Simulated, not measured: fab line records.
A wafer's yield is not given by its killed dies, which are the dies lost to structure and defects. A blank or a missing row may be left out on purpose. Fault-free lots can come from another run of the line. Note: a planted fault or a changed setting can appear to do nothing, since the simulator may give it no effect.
Which tool is to blame?	flow rit cmos	15 lots with 45 wafers sampled at 5 steps, on a route of 202 steps

## WHAT EACH GAUGE READ, for each wafer
RIT_SILICIDE_RS_MEAS_02: a four-point-probe measurement. Usual: SILICIDE_TI_RS 50.6 ohm/sq, standard deviation 0.52.
lot	measured	on	SILICIDE_TI_RS (ohm/sq)	flag
L636	day 3 07:50	film metro-04	51.0 51.3 50.7	
L637	day 3 15:31	film metro-04	50.2 50.1 50.1	
L638	day 3 19:31	film metro-03	51.3 50.6 50.9	
L639	day 3 23:10	film metro-04	50.5 50.3 50.4	
L640	day 4 03:13	film metro-04	51.5 51.1 50.7	
L642	day 4 12:14	film metro-04	50.2 50.1 50.4	
L643	day 4 19:11	film metro-03	50.4 50.4 50.6	
L644	day 5 00:27	film metro-04	51.3 50.9 51.6	
L645	day 5 04:20	film metro-03	50.1 50.3 50.4	
L648	day 5 20:23	film metro-04	50.6 49.7 49.7	
L650	day 6 04:41	film metro-03	50.4 51.4 50.4	
L653	day 6 20:08	film metro-01	49.5 50.3 49.9	
L655	day 7 07:50	film metro-03	50.7 50.9 51.0	
L657	day 7 21:53	film metro-04	50.5 50.1 50.6	
L658	day 8 01:25	film metro-04	50.1 49.8 50.9	

RIT_CONTACT_CD_MEAS_90: the cd target is 1000 nm. Usual: cd nm at 999.5 nm, with a standard deviation of 2.4.
lot	measured	on	cd nm (nm)	flag
L636	day 3 10:08	cd sem-01	999.9 996.8 996.7	
L637	day 3 17:37	cd sem-01	996.6 997.3 995.0	
L638	day 3 21:38	cd sem-01	1004.0 1001.5 1001.5	
L639	day 4 01:25	cd sem-01	996.5 997.8 997.2	
L640	day 4 05:22	cd sem-02	1000.9 1002.8 1001.6	
L642	day 4 14:28	cd sem-02	999.1 999.5 997.8	
L643	day 4 21:25	cd sem-02	- - -	OFF
L644	day 5 02:34	cd sem-02	- - -	OFF
L645	day 5 06:34	cd sem-02	- - -	OFF
L648	day 5 22:37	cd sem-02	1002.0 1000.0 999.8	
L650	day 6 06:48	cd sem-02	1003.1 1004.9 1004.6	
L653	day 6 22:15	cd sem-02	996.7 996.8 999.8	
L655	day 7 10:04	cd sem-02	999.8 998.8 1000.0	
L657	day 8 00:19	cd sem-01	996.2 997.4 998.3	
L658	day 8 03:53	cd sem-01	1001.0 1000.8 1000.6	

RIT_M1_CD_MEAS_09: the cd target is 2600 nm. Usual: cd nm at 2600.8 nm, with a standard deviation of 2.1.
lot	measured	on	cd nm (nm)	flag
L636	day 3 12:07	cd sem-02	2602.9 2603.5 2602.2	
L637	day 3 19:37	cd sem-02	2601.8 2603.9 2604.6	
L638	day 3 23:31	cd sem-02	2603.6 2601.3 2600.5	
L639	day 4 03:22	cd sem-02	2601.2 2600.7 2601.0	
L640	day 4 07:13	cd sem-01	2605.2 2604.4 2605.8	
L642	day 4 16:17	cd sem-01	2600.4 2599.8 2600.2	
L648	day 6 00:26	cd sem-01	2599.5 2599.7 2599.1	
L650	day 6 08:54	cd sem-01	2602.2 2601.2 2601.3	
L653	day 7 00:05	cd sem-02	2600.2 2600.1 2597.9	
L655	day 7 12:02	cd sem-01	2599.1 2601.3 2597.9	
L657	day 8 02:23	cd sem-02	2601.2 2598.5 2599.8	
L658	day 8 05:46	cd sem-02	2602.1 2607.2 2603.1	

## WHICH TOOL RAN EACH LOT (tool, then ch and the chambers of the sampled wafers, then the start)
lot	RIT_ACTIVE_STRIP_14	RIT_CONTACT_ETCH_11
L636	plasma asher-02 ch 0,1, day 1 19:50	rie diel-03 ch 0,1, day 3 09:46
L637	plasma asher-01 ch 0,1, day 2 00:58	rie diel-01 ch 0,1,2, day 3 17:13
L638	plasma asher-02 ch 0,1, day 2 06:02	rie diel-03 ch 0,1,2, day 3 21:12
L639	plasma asher-02 ch 0,1, day 2 11:05	rie diel-02 ch 0,2, day 4 01:00
L640	plasma asher-03 ch 0,1, day 2 15:50	rie diel-01 ch 0,1,2, day 4 05:00
L642	plasma asher-03 ch 0,1, day 3 02:05	rie diel-01 ch 0,1,2, day 4 14:03
L643	plasma asher-03 ch 0,1, day 3 06:58	rie diel-01 ch 1,2,3, day 4 21:03
L644	plasma asher-03 ch 0,1, day 3 14:02	rie diel-03 ch 2,3, day 5 02:09
L645	plasma asher-01 ch 0,1, day 3 16:50	rie diel-02 ch 1,3, day 5 06:12
L648	plasma asher-01 ch 0,1, day 4 07:50	rie diel-03 ch 1,3, day 5 22:13
L650	plasma asher-01 ch 0,1, day 4 17:59	rie diel-03 ch 0,1, day 6 06:26
L653	plasma asher-03 ch 0,1, day 5 08:58	rie diel-03 ch 0,3, day 6 21:53
L655	plasma asher-02 ch 0,1, day 5 18:50	rie diel-01 ch 0,2,3, day 7 09:42
L657	plasma asher-02 ch 0,1, day 6 04:58	rie diel-01 ch 0,2, day 7 23:55
L658	plasma asher-03 ch 0,1, day 6 09:53	rie diel-02 ch 0,1, day 8 03:23
- RIT_ACTIVE_STRIP_14: strips in O2, time 180 s.
- RIT_CONTACT_ETCH_11: etches SiO2 in CHF3/CF4/Ar, stops on TiSi2, target depth 480 nm, time 320 s.

## WHAT THE TOOLS THEMSELVES READ (means of the sampled wafers that have a number; where no wafer has one, the mark that the record gives instead)
RIT_ACTIVE_STRIP_14. Usual: drypump motor current A at 5.6 A, with a standard deviation of 0.43.
lot	tool	drypump motor current A (A)	flag
L636	plasma asher-02	5.0	
L637	plasma asher-01	6.0	
L638	plasma asher-02	5.0	
L639	plasma asher-02	5.0	
L640	plasma asher-03	5.4	
L642	plasma asher-03	5.4	
L643	plasma asher-03	5.4	
L644	plasma asher-03	5.4	
L645	plasma asher-01	5.9	
L648	plasma asher-01	6.1	
L650	plasma asher-01	6.0	
L653	plasma asher-03	5.4	
L655	plasma asher-02	5.2	
L657	plasma asher-02	5.2	
L658	plasma asher-03	5.4	

RIT_CONTACT_ETCH_11. Usual: CHF3_flow_sccm 50.00 sccm, standard deviation 0.16; O2_flow_sccm 5.004 sccm, standard deviation 0.014; cf4 flow sccm 10.00 sccm, standard deviation 0.03; drypump motor current A 5.6 A, standard deviation 0.44; oes product au 0.994 a.u., standard deviation 0.018; throttle valve pct 8.91 %, standard deviation 0.13.
lot	tool	CHF3_flow_sccm (sccm)	O2_flow_sccm (sccm)	cf4 flow sccm (sccm)	drypump motor current A (A)	oes product au (a.u.)	throttle valve pct (%)	flag
L636	rie diel-03	49.89	5.000	10.01	5.5	1.007	8.79	
L637	rie diel-01	50.03	5.019	10.03	6.1	1.006	8.96	
L638	rie diel-03	50.13	5.001	10.00	5.7	1.002	8.88	
L639	rie diel-02	50.25	5.001	9.99	5.0	0.994	8.86	
L640	rie diel-01	50.06	5.003	9.99	6.0	1.008	8.95	
L642	rie diel-01	49.96	5.009	10.03	6.0	1.005	8.96	
L643	rie diel-01	-	-	-	-	-	-	OFF
L644	rie diel-03	-	-	-	-	-	-	OFF
L645	rie diel-02	-	-	-	-	-	-	OFF
L648	rie diel-03	49.99	5.014	9.98	5.5	1.000	8.84	
L650	rie diel-03	50.09	5.004	9.96	5.5	0.989	8.80	
L653	rie diel-03	50.03	5.013	10.02	5.6	0.980	8.90	
L655	rie diel-01	49.96	5.016	10.00	5.5	1.002	8.99	
L657	rie diel-01	50.16	5.018	9.99	5.8	1.007	8.97	
L658	rie diel-02	49.97	5.000	9.97	5.4	0.994	8.83	

## THE ANSWER, worked out from the rows above alone
Rule: lot off if the mean of its wafers having a number is beyond 3 standard deviations from the usual mean. A lot without any number at a reading at which 4 lots or more have one is off too. All remaining lots with rows at the step are treated as sound. First the gauges in route order, then the tools' own readings, where a lot's mean is used as printed above. At the first step where some lot is off, the reading lying furthest off is the one used; lots without a number count as furthest.
Off at RIT_CONTACT_CD_MEAS_90 (cd nm): L643, L644, L645. Without a number there: L643, L644, L645.
If a tool, at a process step before that reading, ran all the lots that are off and no sound lot after the first of them, it fits. The gauges at RIT_CONTACT_CD_MEAS_90 aren't tried: what is off there is off at RIT_CONTACT_ETCH_11 too, on other tools, and a gauge's error can't cause that. None of those tried fits.

## WHAT THE SIMULATOR HAD PUT IN
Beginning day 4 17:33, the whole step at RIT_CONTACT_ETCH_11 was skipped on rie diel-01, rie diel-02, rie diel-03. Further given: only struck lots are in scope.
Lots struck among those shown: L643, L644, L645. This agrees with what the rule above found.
